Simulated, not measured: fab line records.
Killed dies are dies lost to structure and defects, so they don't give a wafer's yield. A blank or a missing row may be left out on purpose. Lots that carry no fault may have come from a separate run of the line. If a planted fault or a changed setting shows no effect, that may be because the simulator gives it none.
Split-lot experiment -- flow berkeley-cmos170 -- 23 wafers read across 5 lots, on a route 331 steps long

## SPLIT DETAILS
At UCB170_NVT_COAT_01 (resist thk 900 nm), the setting resist-thk-nm was moved away from the recipe's 900 nm on 9 of the 23 wafers read, by +2.1% to +4.8%. All remaining wafers had this setting at the recipe value.

Reading taken at the split's own step.

## THE READING
KrF_of_NVT_COAT_01.thk-nm (the simulator's own value, which no gauge read), in nm, at UCB170_NVT_COAT_01 (resist thk 900 nm). There is no usual value for it anywhere in the file. Average 899.2 nm, standard deviation 2.1 nm, over the 14 wafers here run with the recipe.

wafer,"tool, chamber at the split","resist-thk-nm as run, nm",against the recipe,"KrF_of_NVT_COAT_01.thk-nm, nm",against lot-mates on the recipe
L075.2,"litho-track-03, 0",919,+2.1%,921.7,+19.6
L075.3,"litho-track-03, 0",900,recipe,902.8,-
L075.4,"litho-track-03, 0",919,+2.1%,920.3,+18.1
L075.5,"litho-track-03, 0",900,recipe,901.5,-
L075.6,"litho-track-03, 0",919,+2.1%,920.7,+18.6
L076.1,"litho-track-03, 0",925.9,+2.9%,928.9,+27.9
L076.2,"litho-track-03, 0",925.9,+2.9%,927.6,+26.6
L076.4,"litho-track-03, 0",925.9,+2.9%,927.1,+26.1
L076.5,"litho-track-03, 0",900,recipe,901.4,-
L076.6,"litho-track-03, 0",900,recipe,900.7,-
L079.1,"litho-track-02, 0",900,recipe,897.4,-
L079.4,"litho-track-02, 0",900,recipe,899.7,-
L079.6,"litho-track-02, 0",900,recipe,897.8,-
L081.1,"litho-track-03, 0",900,recipe,898.9,-
L081.2,"litho-track-03, 0",900,recipe,900.4,-
L081.3,"litho-track-03, 0",900,recipe,900,-
L081.4,"litho-track-03, 0",900,recipe,899.5,-
L081.5,"litho-track-03, 0",900,recipe,897.2,-
L084.1,"litho-track-02, 0",900,recipe,895.2,-
L084.2,"litho-track-02, 0",943,+4.8%,936.2,+40.5
L084.3,"litho-track-02, 0",943,+4.8%,939.9,+44.1
L084.5,"litho-track-02, 0",943,+4.8%,939,+43.2
L084.6,"litho-track-02, 0",900,recipe,896.3,-

FIT RESULTS
A straight line over all 23 wafers: KrF_of_NVT_COAT_01.thk-nm changes by +8.71 nm for each +1% of resist-thk-nm; r = +0.99; the points scatter about the line by 2.7 nm.
The same after taking each lot's own level away (the mean of its wafers on the recipe; 23 wafers): +9 nm for each +1%; r = +1.00; scatter 1.1 nm.
Per that fit: largest resist-thk-nm move, reading shift of 43 nm.
Measured against the standard deviation above, the lots' own levels, which go from 895.75 to 902.15 nm, span 3.1 times it.
So the lot-to-lot level changes the slope little: the two slopes agree.
Check: with one of the wafers moved furthest among these (+4.8%) left out of the fit, the line predicts +43.8 nm for it against its lot-mates. Against them it came out at +40.5 nm.

## OTHER SPLITS APPLIED TO THESE WAFERS
Before the reading, these wafers also passed through other splits. Each is held against what the fit with the lots' levels taken away leaves over:
other split on the same wafers,wafers away from the commonest value,r with KrF_of_NVT_COAT_01.thk-nm (lot level and that fit taken away)
UCB170_START_OXIDATION_02 temp-c,18,+0.17
UCB170_NWELL_IMPLANT_14 dose-cm2,8,+0.16
UCB170_PWELL_COAT_08 spin-rpm,9,+0.25
UCB170_PWELL_IMPLANT_15 dose-cm2,10,-0.12
UCB170_ACTIVE_OXIDATION_02 temp-c,18,-0.22

## THE WHOLE CHAIN: every reading that the file lists as answering this split, in the file's order
step,what it does,reading,change (the file's fit),r (the file's)
UCB170_NVT_COAT_01,resist thk 900 nm,"KrF_of_NVT_COAT_01.thk-nm (the simulator's own value, which no gauge read)",+9.02 nm for each +1% of the setting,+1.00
UCB170_NVT_STRIP_08,strips in O2,strip-time-to-endpoint-s,withheld for each +1% of the setting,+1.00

## THE FILE'S OWN FIT
KrF_of_NVT_COAT_01.thk-nm changes by +9.02 nm for each +1% of resist-thk-nm, r = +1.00.
